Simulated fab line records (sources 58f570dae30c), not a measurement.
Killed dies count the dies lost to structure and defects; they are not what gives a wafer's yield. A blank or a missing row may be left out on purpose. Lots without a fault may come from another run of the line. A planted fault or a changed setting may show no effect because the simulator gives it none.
fab line records	flow berkeleyCmos170
[record] lots = 7	wafers = 21	lastDay = 12
route steps=331 shown V1@260 M2@271
lots that met no fault: from a run of the same line without faults
startH: hours from the record's opening day to when the first of the lot's shown wafers began	waitH: time in hours since the lot's previous step	" as in the row above	L1.1+2: a single row standing in for several wafers	- no value present, or no start provided	* or withheld: withheld	< > ~ a bound
route shown NAME@n: names a module that has steps shown in the file, with the first one's number in the route	usual: mean and standard deviation over wafers with no fault	same: alike in all rows	chamber/n: place in a boat	sites: readings site by site	_std_site: how widely they spread, as a standard deviation	_edge_site: outer sites' mean less inner sites'	radiusMm: for every site, how far away it sits from the centre of the wafer	mask NAME#n: copy n	behind: the tool/chamber that last shaped the wafer	hold: cause of the lot's hold/its duration in hours/its outcome	device: names the non-switching transistor (n, p or np)	end of line: tests run on the same wafers once the route is complete	where a step has no rows: the recipe by itself	killed: not the wafer's yield, but the dies lost to structure and defects at the first sort	map: per-die view of a wafer (x killed, . not killed, _ where there is no die)
set.NAME: the setting as run; set.NAME@STEP: as run at that earlier step	model.NAME: the simulator's own value behind a step, which no gauge read
lots seen at some steps along the route; tables by step, rows by wafer
services: the hour from which a tool's chamber was out of use, counted from the record's first day as startH (under 0 if before that day), plus the number of hours and why
[[steps]]
[step UCB170_V1_HMDS_06]
[recipe] primeTimeS = 60	primeTempC = 100
[step UCB170_V1_COAT_07]
[recipe] resist = KrF	spinRpm = 1500	resistThkNm = 900
[step UCB170_V1_SOFTBAKE_08]
[recipe] resist = KrF	tempC = 130	timeS = 60
[step UCB170_V1_EXPOSE_09]
[recipe] maskId = VIA1	targetCdNm = 700	na = 0.5	sigmaOuter = 0.6	sourceShape = conventional	doseMj = 37
[step UCB170_V1_PEB_10]
[recipe] pebTempC = 130	pebTimeS = withheld	resist = KrF
[step UCB170_V1_DEVELOP_11]
[recipe] developer = TMAH	developTimeS = 45	resist = KrF	devTempC = 21
[step UCB170_V1_CD_MEAS_12]
[recipe] targetCdNm = 700
[usual] cdNm = 699.9/1.2
lot.wafer	tool	chamber	startH	waitH	cdNm
L539.1	cdSem-02	-	158.18	-	700.8
L539.2	"	-	"	"	700.2
L539.4	"	-	"	"	700.2
L544.1	cdSem-01	-	175.56	-	698.7
L544.5	"	-	"	"	700.2
L544.6	"	-	"	"	700.4
L545.1	cdSem-01	-	183.63	-	700.8
L545.3	"	-	"	"	701.5
L545.5	"	-	"	"	700.3
L547.2	cdSem-01	-	200.93	-	699.7
L547.4	"	-	"	"	699.2
L547.5	"	-	"	"	698.7
L556.3	cdSem-02	-	240.16	-	702.3
L556.5	"	-	"	"	701.5
L556.6	"	-	"	"	699.6
L554.1	cdSem-01	-	249.93	-	698.9
L554.2	"	-	"	"	700.0
L554.4	"	-	"	"	699.8
L562.2	cdSem-01	-	263.02	-	700.3
L562.5	"	-	"	"	701.1
L562.6	"	-	"	"	700.8
[step UCB170_V1_OVL_MEAS_13]
[usual] V1_OVL = 1/5
lot.wafer	tool	chamber	startH	waitH	V1_OVL[nm]
L539.1	overlay-01	-	158.30	0.1	11
L539.2	"	-	"	"	11
L539.4	"	-	"	"	10
L544.1	overlay-02	-	175.68	0.1	3
L544.5	"	-	"	"	-1
L544.6	"	-	"	"	8
L545.1	overlay-01	-	183.75	0.1	-4
L545.3	"	-	"	"	-1
L545.5	"	-	"	"	-1
L547.2	overlay-01	-	201.03	0.1	3
L547.4	"	-	"	"	11
L547.5	"	-	"	"	10
L556.3	overlay-02	-	240.25	0.1	10
L556.5	"	-	"	"	9
L556.6	"	-	"	"	9
L554.1	overlay-02	-	250.05	0.1	-1
L554.2	"	-	"	"	6
L554.4	"	-	"	"	4
L562.2	overlay-02	-	263.12	0.1	-5
L562.5	"	-	"	"	-4
L562.6	"	-	"	"	3
[step UCB170_V1_ETCH_14]
[recipe] chemistry = CHF3/CF4/Ar	target = SiO2	stopOn = Al	CHF3_flow_sccm = 45	cf4FlowSccm = 15	Ar_flow_sccm = 150	pressureMtorr = 200	rfW = 700	targetDepthA = 12500	overEtchFrac = 0.25	timeS = 291
[usual] drypumpMotorCurrentA = 5.7/0.44	oesProductAu = 0.878/0.013	throttleValvePct = 6.96/0.087
lot.wafer	tool	chamber	startH	waitH	drypumpMotorCurrentA	oesProductAu	rfHoursCounterH	throttleValvePct
L539.1	rieDiel-01	0	158.34	0.0	5.6	0.902	67	6.92
L539.2	"	1	"	"	6.2	0.878	152	7.11
L539.4	"	2	"	"	5.2	0.874	4	6.83
L544.1	rieDiel-02	2	175.72	0.0	5.2	0.873	11	7.01
L544.5	"	3	"	"	5.1	0.881	-	6.94
L544.6	"	0	"	"	5.7	0.859	-	6.90
L545.1	rieDiel-01	2	183.79	0.0	5.2	0.872	5	6.83
L545.3	"	1	"	"	6.2	0.876	0	7.13
L545.5	"	1	"	"	6.2	0.879	-	7.11
L547.2	rieDiel-01	1	201.06	0.0	6.2	0.872	1	7.11
L547.4	"	3	"	"	5.7	0.858	138	7.01
L547.5	"	3	"	"	5.7	0.864	-	7.00
L556.3	rieDiel-03	0	240.27	0.0	5.3	0.897	20	6.96
L556.5	"	1	"	"	6.0	0.861	-	6.94
L556.6	"	2	"	"	6.6	0.889	-	6.94
L554.1	rieDiel-02	3	250.08	0.0	5.1	0.877	24	6.93
L554.2	"	0	"	"	5.6	0.865	24	6.90
L554.4	"	2	"	"	5.2	0.863	-	7.01
L562.2	rieDiel-03	3	263.15	0.0	6.0	0.877	59	6.90
L562.5	"	2	"	"	6.6	0.888	-	6.93
L562.6	"	1	"	"	5.9	0.855	-	6.93
[step UCB170_V1_STRIP_15]
[recipe] chemistry = O2	powerW = 400	pressureMtorr = 3500	platenTempC = withheld	o2FlowSccm = 400	overashFraction = 0.5
[usual] drypumpMotorCurrentA = 5.77/0.23	oesProductAu = 0.722/0.0045	stripTimeToEndpointS = 15.34/0.17
lot.wafer	tool	chamber	startH	waitH	drypumpMotorCurrentA	oesProductAu	rfHoursCounterH	stripTimeToEndpointS
L539.1	plasmaAsher-04	0	158.51	0.1	5.86	0.717	37	15.43
L539.2	"	1	"	"	6.10	0.724	37	15.17
L539.4	"	1	"	"	6.05	0.729	-	15.35
L544.1	plasmaAsher-03	1	175.90	0.1	5.64	0.728	45	15.59
L544.5	"	0	"	"	5.89	0.720	-	15.31
L544.6	"	1	"	"	5.65	0.723	-	15.40
L545.1	plasmaAsher-01	1	183.97	0.1	5.43	0.720	50	15.40
L545.3	"	1	"	"	5.44	0.722	-	15.28
L545.5	"	0	"	"	5.57	0.719	-	15.27
L547.2	plasmaAsher-04	1	201.24	0.1	6.12	0.713	41	15.17
L547.4	"	1	"	"	6.10	0.716	-	15.19
L547.5	"	0	"	"	5.86	0.724	-	15.27
L556.3	plasmaAsher-03	1	240.48	0.1	5.66	0.714	-	15.15
L556.5	"	1	"	"	5.64	0.721	-	15.13
L556.6	"	0	"	"	5.91	0.728	-	15.23
L554.1	plasmaAsher-01	0	250.26	0.1	5.59	0.719	57	15.49
L554.2	"	1	"	"	5.43	0.719	57	15.39
L554.4	"	1	"	"	5.44	0.730	-	15.51
L562.2	plasmaAsher-01	1	263.33	0.1	5.43	0.718	59	15.27
L562.5	"	0	"	"	5.57	0.714	-	15.30
L562.6	"	1	"	"	5.44	0.721	-	15.04
[step UCB170_V1_CD_MEAS_90]
[recipe] targetCdNm = 700
[usual] cdNm = 700.2/1.6
lot.wafer	tool	chamber	startH	waitH	cdNm
L539.1	cdSem-02	-	158.61	0.1	701.5
L539.2	"	-	"	"	702.3
L539.4	"	-	"	"	700.1
L544.1	cdSem-01	-	176.00	0.1	697.9
L544.5	"	-	"	"	702.1
L544.6	"	-	"	"	700.7
L545.1	cdSem-01	-	184.07	0.1	699.3
L545.3	"	-	"	"	702.3
L545.5	"	-	"	"	700.7
L547.2	cdSem-02	-	201.36	0.1	700.5
L547.4	"	-	"	"	698.5
L547.5	"	-	"	"	698.2
L556.3	cdSem-02	-	240.59	0.1	703.0
L556.5	"	-	"	"	703.0
L556.6	"	-	"	"	700.4
L554.1	cdSem-01	-	250.36	0.1	700.3
L554.2	"	-	"	"	698.7
L554.4	"	-	"	"	699.3
L562.2	cdSem-02	-	263.45	0.1	701.8
L562.5	"	-	"	"	702.0
L562.6	"	-	"	"	703.2
[step UCB170_M2_PRE_CLEAN_00]
[recipe] gas = Ar	precleanEtchTimeS = 60
[step UCB170_M2_SPUTTER_01]
[recipe] material = Al	targetThkNm = 900	timeS = 120	powerW = 6000	chamberPressurePa = 0.5
[usual] cathodeDcPowerW = 6000.0/1.1	throttleValvePct = 30.5/0.88
lot.wafer	tool	chamber	startH	waitH	cathodeDcPowerW	throttleValvePct
L539.1	pvdSputter-02	-	158.80	0.0	5999.3	29.5
L539.2	"	-	"	"	6000.8	29.4
L539.4	"	-	"	"	6001.1	31.2
L544.1	pvdSputter-03	-	176.18	0.0	5999.3	31.1
L544.5	"	-	"	"	6000.8	31.4
L544.6	"	-	"	"	5999.9	28.7
L544.1	pvdSputter-03	-	176.43	0.2	5998.9	31.2
L544.5	"	-	"	"	6000.0	31.2
L544.6	"	-	"	"	6000.9	28.7
L545.1	pvdSputter-04	-	184.25	0.0	5999.6	31.4
L545.3	"	-	"	"	5998.7	30.2
L545.5	"	-	"	"	5999.2	31.3
L545.1	pvdSputter-04	-	184.50	0.2	5999.9	31.1
L545.3	"	-	"	"	5999.2	30.3
L545.5	"	-	"	"	6000.7	31.1
L547.2	pvdSputter-03	-	201.53	0.0	6000.0	31.8
L547.4	"	-	"	"	5998.4	30.2
L547.5	"	-	"	"	6001.4	30.3
L547.2	pvdSputter-03	-	201.78	0.2	6000.6	31.6
L547.4	"	-	"	"	6002.7	30.2
L547.5	"	-	"	"	5997.3	30.5
L556.3	pvdSputter-02	-	240.74	0.0	5999.2	30.9
L556.5	"	-	"	"	6001.5	29.7
L556.6	"	-	"	"	5998.7	29.6
L554.1	pvdSputter-03	-	250.55	0.0	5999.7	31.7
L554.2	"	-	"	"	5998.3	31.5
L554.4	"	-	"	"	6000.9	28.5
L562.2	pvdSputter-04	-	263.63	0.0	6000.3	31.2
L562.5	"	-	"	"	5999.3	30.9
L562.6	"	-	"	"	6001.3	30.3
[step UCB170_M2_RS_MEAS_02]
[recipe] thkMeasGauge = four-point-probe	reads = Al_of_M2_SPUTTER_01
[usual] M2_AL_RS = 0.0320/0.00043
lot.wafer	tool	chamber	startH	waitH	M2_AL_RS[ohm/sq]
L539.1	filmMetro-01	-	158.88	0.0	0.0330
L539.2	"	-	"	"	0.0318
L539.4	"	-	"	"	0.0322
L544.1	filmMetro-04	-	176.52	0.0	0.0159
L544.5	"	-	"	"	0.0158
L544.6	"	-	"	"	0.0160
L545.1	filmMetro-02	-	184.74	0.2	0.0159
L545.3	"	-	"	"	0.0160
L545.5	"	-	"	"	0.0158
L547.2	filmMetro-02	-	201.88	0.1	0.0158
L547.4	"	-	"	"	0.0159
L547.5	"	-	"	"	0.0160
L556.3	filmMetro-04	-	240.86	0.1	0.0319
L556.5	"	-	"	"	0.0318
L556.6	"	-	"	"	0.0326
L554.1	filmMetro-02	-	250.63	0.0	0.0316
L554.2	"	-	"	"	0.0318
L554.4	"	-	"	"	0.0319
L562.2	filmMetro-04	-	263.74	0.1	0.0325
L562.5	"	-	"	"	0.0328
L562.6	"	-	"	"	0.0320
[step UCB170_M2_THK_MEAS_03]
[recipe] thkMeasGauge = xrf	reads = Al_of_M2_SPUTTER_01
[usual] M2_AL_THK = 907/13
lot.wafer	tool	chamber	startH	waitH	M2_AL_THK[nm]
L539.1	filmMetro-01	-	159.00	0.1	874
L539.2	"	-	"	"	910
L539.4	"	-	"	"	900
L544.1	filmMetro-04	-	176.70	0.2	1820
L544.5	"	-	"	"	1831
L544.6	"	-	"	"	1806
L545.1	filmMetro-02	-	184.86	0.1	1794
L545.3	"	-	"	"	1800
L545.5	"	-	"	"	1818
L547.2	filmMetro-02	-	201.99	0.1	1824
L547.4	"	-	"	"	1812
L547.5	"	-	"	"	1794
L556.3	filmMetro-04	-	240.96	0.1	919
L556.5	"	-	"	"	914
L556.6	"	-	"	"	888
L554.1	filmMetro-02	-	250.75	0.1	907
L554.2	"	-	"	"	908
L554.4	"	-	"	"	910
L562.2	filmMetro-04	-	263.85	0.1	894
L562.5	"	-	"	"	877
L562.6	"	-	"	"	904
[step UCB170_M2_HMDS_04]
[recipe] primeTimeS = 60	primeTempC = 100
[step UCB170_M2_COAT_05]
[recipe] resist = KrF	spinRpm = 1500	resistThkNm = 900
[step UCB170_M2_SOFTBAKE_06]
[recipe] resist = KrF	tempC = 130	timeS = 60
[step UCB170_M2_STRIP_07]
[recipe] chemistry = O2	powerW = 400	pressureMtorr = 3500	platenTempC = withheld	o2FlowSccm = 400	overashFraction = 0.5
[usual] drypumpMotorCurrentA = 5.66/0.24	oesProductAu = 0.735/0.0046	stripTimeToEndpointS = 21.98/0.076
lot.wafer	tool	chamber	startH	waitH	drypumpMotorCurrentA	oesProductAu	rfHoursCounterH	stripTimeToEndpointS
L539.1	plasmaAsher-04	0	159.51	0.1	5.88	0.738	37	22.08
L539.2	"	1	"	"	6.09	0.734	37	22.04
L539.4	"	1	"	"	6.07	0.737	-	22.05
L544.1	plasmaAsher-01	1	177.34	0.1	5.43	0.737	49	22.06
L544.5	"	0	"	"	5.56	0.735	-	22.09
L544.6	"	1	"	"	5.42	0.748	-	22.01
L545.1	plasmaAsher-01	0	185.63	0.1	5.57	0.733	50	21.94
L545.3	"	1	"	"	5.40	0.737	-	21.93
L545.5	"	1	"	"	5.43	0.731	-	21.91
L547.2	plasmaAsher-04	0	202.49	0.1	5.89	0.735	41	22.15
L547.4	"	0	"	"	5.89	0.733	-	22.06
L547.5	"	1	"	"	6.10	0.736	-	22.14
L556.3	plasmaAsher-02	0	241.88	0.1	5.40	0.735	-	22.02
L556.5	"	1	"	"	5.85	0.741	-	22.11
L556.6	"	0	"	"	5.38	0.736	-	22.10
L554.1	plasmaAsher-01	0	251.65	0.1	5.56	0.736	57	21.95
L554.2	"	1	"	"	5.44	0.732	57	22.06
L554.4	"	0	"	"	5.58	0.727	-	21.98
L562.2	plasmaAsher-01	1	265.08	0.1	5.42	0.734	59	21.91
L562.5	"	0	"	"	5.56	0.739	-	21.98
L562.6	"	1	"	"	5.42	0.740	-	21.96
[step UCB170_M2_STRIP_08]
[recipe] chemistry = DMSO	tempC = 80	timeS = 600	material = KrF
[step UCB170_M2_COAT_09]
[recipe] resist = BARC	tempC = withheld	timeS = withheld	spinRpm = 3000	resistThkNm = withheld
[step UCB170_M2_COAT_10]
[recipe] resist = KrF	spinRpm = 1500	resistThkNm = 900
[step UCB170_M2_SOFTBAKE_11]
[recipe] resist = KrF	tempC = 130	timeS = 60
[step UCB170_M2_EXPOSE_12]
[recipe] maskId = METAL2	targetCdNm = 700	na = 0.5	sigmaOuter = 0.6	sourceShape = conventional	doseMj = 26
[step UCB170_M2_PEB_13]
[recipe] pebTempC = 130	pebTimeS = withheld	resist = KrF
[step UCB170_M2_DEVELOP_14]
[recipe] developer = TMAH	developTimeS = 45	resist = KrF	devTempC = 21
[step UCB170_M2_CD_MEAS_15]
[recipe] targetCdNm = 700
[usual] cdNm = 700.2/1.4
lot.wafer	tool	chamber	startH	waitH	cdNm
L539.1	cdSem-01	-	160.85	-	699.3
L539.2	"	-	"	"	698.5
L539.4	"	-	"	"	700.5
L544.1	cdSem-01	-	178.62	-	704.0
L544.5	"	-	"	"	702.8
L544.6	"	-	"	"	703.3
L545.1	cdSem-01	-	187.28	-	700.8
L545.3	"	-	"	"	699.8
L545.5	"	-	"	"	699.9
L547.2	cdSem-01	-	203.63	-	699.6
L547.4	"	-	"	"	700.2
L547.5	"	-	"	"	698.7
L556.3	cdSem-02	-	243.60	-	698.0
L556.5	"	-	"	"	698.0
L556.6	"	-	"	"	698.0
L554.1	cdSem-02	-	254.00	-	700.7
L554.2	"	-	"	"	699.8
L554.4	"	-	"	"	698.9
L562.2	cdSem-02	-	266.98	-	699.5
L562.5	"	-	"	"	700.4
L562.6	"	-	"	"	699.7
[step UCB170_M2_OVL_MEAS_16]
[usual] M2_OVL = -4/5.7
lot.wafer	tool	chamber	startH	waitH	M2_OVL[nm]
L539.1	overlay-01	-	160.97	0.1	-2
L539.2	"	-	"	"	-10
L539.4	"	-	"	"	-3
L544.1	overlay-01	-	178.74	0.1	-4
L544.5	"	-	"	"	1
L544.6	"	-	"	"	-6
L545.1	overlay-02	-	187.40	0.1	-1
L545.3	"	-	"	"	-1
L545.5	"	-	"	"	-1
L547.2	overlay-01	-	203.74	0.1	-10
L547.4	"	-	"	"	-5
L547.5	"	-	"	"	-10
L556.3	overlay-02	-	243.69	0.1	-5
L556.5	"	-	"	"	-9
L556.6	"	-	"	"	-7
L554.1	overlay-01	-	254.12	0.1	-6
L554.2	"	-	"	"	0
L554.4	"	-	"	"	-3
L562.2	overlay-01	-	267.09	0.1	-17
L562.5	"	-	"	"	-13
L562.6	"	-	"	"	-14
[step UCB170_M2_ETCH_17]
[recipe] chemistry = N2/H2	targetDepthA = withheld	overetchA = withheld	target = BARC	timeS = withheld	sourceW = 500	biasW = 100	pressureMtorr = 30	n2FlowSccm = 100	h2FlowSccm = 200
[usual] drypumpMotorCurrentA = 5.8/0.46	oesProductAu = 1.010/0.027	throttleValvePct = 13.30/0.17
lot.wafer	tool	chamber	startH	waitH	drypumpMotorCurrentA	oesProductAu	throttleValvePct
L539.1	rieDiel-03	0	161.01	0.0	5.3	1.019	13.24
L539.2	"	2	"	"	6.6	1.049	13.18
L539.4	"	3	"	"	6.0	0.988	13.20
L544.1	rieDiel-03	3	178.77	0.0	6.0	1.000	13.22
L544.5	"	3	"	"	6.0	1.009	13.23
L544.6	"	0	"	"	5.3	1.025	13.22
L545.1	rieDiel-03	0	187.44	0.0	5.3	1.029	13.22
L545.3	"	2	"	"	6.7	1.059	13.16
L545.5	"	1	"	"	5.9	1.002	13.21
L547.2	rieDiel-04	2	203.77	0.0	5.9	1.015	13.48
L547.4	"	0	"	"	5.1	0.935	13.20
L547.5	"	0	"	"	5.1	0.931	13.20
L556.3	rieDiel-01	1	243.71	0.0	6.2	1.022	13.64
L556.5	"	0	"	"	5.6	0.999	13.33
L556.6	"	3	"	"	5.6	1.000	13.37
L554.1	rieDiel-04	2	254.16	0.0	5.9	1.032	13.51
L554.2	"	3	"	"	6.2	0.972	13.20
L554.4	"	1	"	"	5.2	0.995	13.53
L562.2	rieDiel-01	0	267.12	0.0	5.6	1.004	13.34
L562.5	"	3	"	"	5.7	1.009	13.44
L562.6	"	0	"	"	5.6	1.001	13.34
[step UCB170_M2_METAL_ETCH_18]
[recipe] chemistry = Cl2/BCl3	target = Al	stopOn = SiO2	pressureMtorr = 12	targetDepthA = 11700	overEtchFrac = 0.3	timeS = 195	icpW = 600	biasW = 120	Cl2_flow_sccm = 90	bcl3FlowSccm = 45
[usual] drypumpMotorCurrentA = 5.6/0.38	oesProductAu = 0.861/0.012	throttleValvePct = 24.27/0.17
lot.wafer	tool	chamber	startH	waitH	drypumpMotorCurrentA	oesProductAu	rfHoursCounterH	throttleValvePct	model.etch.depthNm	model.M2.featureDepthNm
L539.1	rieMetal-04	1	161.05	-	5.0	0.856	6	24.21	875.7	935
L539.2	"	0	"	"	5.5	0.863	1	24.15	908.7	965.7
L539.4	"	1	"	"	5.0	0.863	-	24.20	898.1	957.2
L544.1	rieMetal-01	0	178.81	-	5.5	0.979	3	24.16	1150	1150
L544.5	"	0	"	"	5.5	0.995	-	24.14	1153	1153
L544.6	"	1	"	"	5.9	1.006	-	24.55	1205	1205
L545.1	rieMetal-01	1	187.48	-	6.0	1.008	16	24.54	1204	1204
L545.3	"	1	"	"	6.0	1.005	-	24.53	1202	1202
L545.5	"	0	"	"	5.5	0.979	-	24.16	1143	1143
L547.2	rieMetal-03	0	203.81	-	5.6	1.042	1	24.45	1208	1208
L547.4	"	0	"	"	5.5	1.042	-	24.44	1205	1205
L547.5	"	1	"	"	6.2	1.014	-	24.01	1157	1157
L556.3	rieMetal-03	1	243.82	-	6.2	0.880	-	24.08	910	965.1
L556.5	"	1	"	"	6.2	0.871	-	24.07	910.7	965.3
L556.6	"	0	"	"	5.5	0.866	-	24.51	889.5	949.1
L554.1	rieMetal-03	0	254.20	-	5.5	0.878	3	24.52	911.2	970.5
L554.2	"	1	"	"	6.2	0.871	13	24.07	907.1	962.1
L554.4	"	0	"	"	5.5	0.879	-	24.52	906.1	965.4
L562.2	rieMetal-04	0	267.16	-	5.5	0.851	5	24.16	891.3	948.2
L562.5	"	0	"	"	5.4	0.847	-	24.16	880.6	937.6
L562.6	"	1	"	"	5.0	0.867	-	24.19	906.1	964.5
[step UCB170_M2_STRIP_19]
[recipe] chemistry = O2	powerW = 400	pressureMtorr = 3500	platenTempC = withheld	o2FlowSccm = 400	overashFraction = 0.5
[usual] drypumpMotorCurrentA = 5.66/0.24	oesProductAu = 0.529/0.021
lot.wafer	tool	chamber	startH	waitH	drypumpMotorCurrentA	oesProductAu	rfHoursCounterH
L539.1	plasmaAsher-01	1	161.24	0.1	5.45	0.508	47
L539.2	"	0	"	"	5.56	0.521	47
L539.4	"	1	"	"	5.44	0.511	-
L544.1	plasmaAsher-01	0	179.00	0.1	5.57	0.562	49
L544.5	"	1	"	"	5.43	0.550	-
L544.6	"	0	"	"	5.57	0.526	-
L545.1	plasmaAsher-04	0	187.67	0.1	5.89	0.537	39
L545.3	"	1	"	"	6.08	0.518	-
L545.5	"	1	"	"	6.12	0.564	-
L547.2	plasmaAsher-04	0	204.00	0.1	5.87	0.528	41
L547.4	"	0	"	"	5.87	0.529	-
L547.5	"	0	"	"	5.88	0.553	-
L556.3	plasmaAsher-01	1	243.98	0.1	5.43	0.545	-
L556.5	"	0	"	"	5.58	0.550	-
L556.6	"	1	"	"	5.42	0.518	-
L554.1	plasmaAsher-02	1	254.39	0.1	5.83	0.525	17
L554.2	"	0	"	"	5.35	0.547	17
L554.4	"	0	"	"	5.39	0.509	-
L562.2	plasmaAsher-02	1	267.35	0.1	5.80	0.514	19
L562.5	"	1	"	"	5.79	0.522	-
L562.6	"	0	"	"	5.38	0.533	-
[[services]]
tool	chamber	startH	hours	kind
rieDiel-03	3	135.89	5.6	repair
plasmaAsher-02	-	146.21	1.0	repair
plasmaAsher-03	-	152.96	14.6	pm
pvdSputter-02	-	153.82	3.0	repair
rieDiel-01	1	165.87	-	clean
rieDiel-01	1	165.87	16.3	scheduledDown
rieDiel-01	1	165.87	16.3	ventCycle
plasmaAsher-01	-	165.95	0.4	repair
pvdSputter-03	-	166.33	1.6	repair
plasmaAsher-04	-	166.36	14.6	pm
rieDiel-04	3	166.57	13.6	repair
rieDiel-02	-	166.87	1.2	repair
pvdSputter-03	-	172.79	1.6	repair
rieMetal-03	-	174.56	5.4	repair
rieMetal-03	-	179.26	2.1	repair
rieDiel-03	-	189.77	4.3	pm
rieDiel-03	1	194.10	-	clean
rieMetal-03	-	194.22	2.8	pm
rieDiel-02	0	212.89	5.8	repair
rieDiel-02	1	215.32	5.4	repair
plasmaAsher-01	-	228.80	5.0	repair
rieDiel-02	1	232.69	31.2	repair
pvdSputter-03	-	233.41	7.9	repair
rieDiel-02	0	234.86	1.3	repair
[[key]]
[firstSign] step = UCB170_M2_SPUTTER_01	reading = visit	direction = added
[effect] step = UCB170_M2_RS_MEAS_02	reading = M2_AL_RS	direction = down	sigmas = 38	usual = 0.0320	struck = 0.0159
[effect] step = UCB170_M2_THK_MEAS_03	reading = M2_AL_THK	direction = up	sigmas = 71	usual = 907	struck = 1811
[effect] step = UCB170_M2_METAL_ETCH_18	reading = oesProductAu	direction = up	sigmas = 12	usual = 0.861	struck = 1.008
[modelEffect] step = UCB170_M2_METAL_ETCH_18	value = etch.depthNm	without = 905.3	struck = 1181
metAt UCB170_M2_SPUTTER_01
struckWafers L544.1,L544.5,L544.6,L545.1,L545.3,L545.5,L547.2,L547.4,L547.5
laterRowsLeftOut L544.1,L544.5,L544.6,L545.1,L545.3,L545.5,L547.2,L547.4,L547.5
sortLeftOut L544.1,L544.5,L544.6,L545.1,L545.3,L545.5,L547.2,L547.4,L547.5
[fault] kind = repeatedStepWhole	tool = pvdSputter-02,pvdSputter-03,pvdSputter-04	chamber = -	onsetH = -	steps = UCB170_M2_SPUTTER_01	times = 1	scope = struckLotsOnly
// sortLeftOut: the simulated sort isn't trusted on such a fault, so these wafers' sort isn't shown, and their yield isn't known
// laterRowsLeftOut: the simulator's readings of these wafers behind a module that went badly wrong aren't trusted and aren't shown, but for the sort
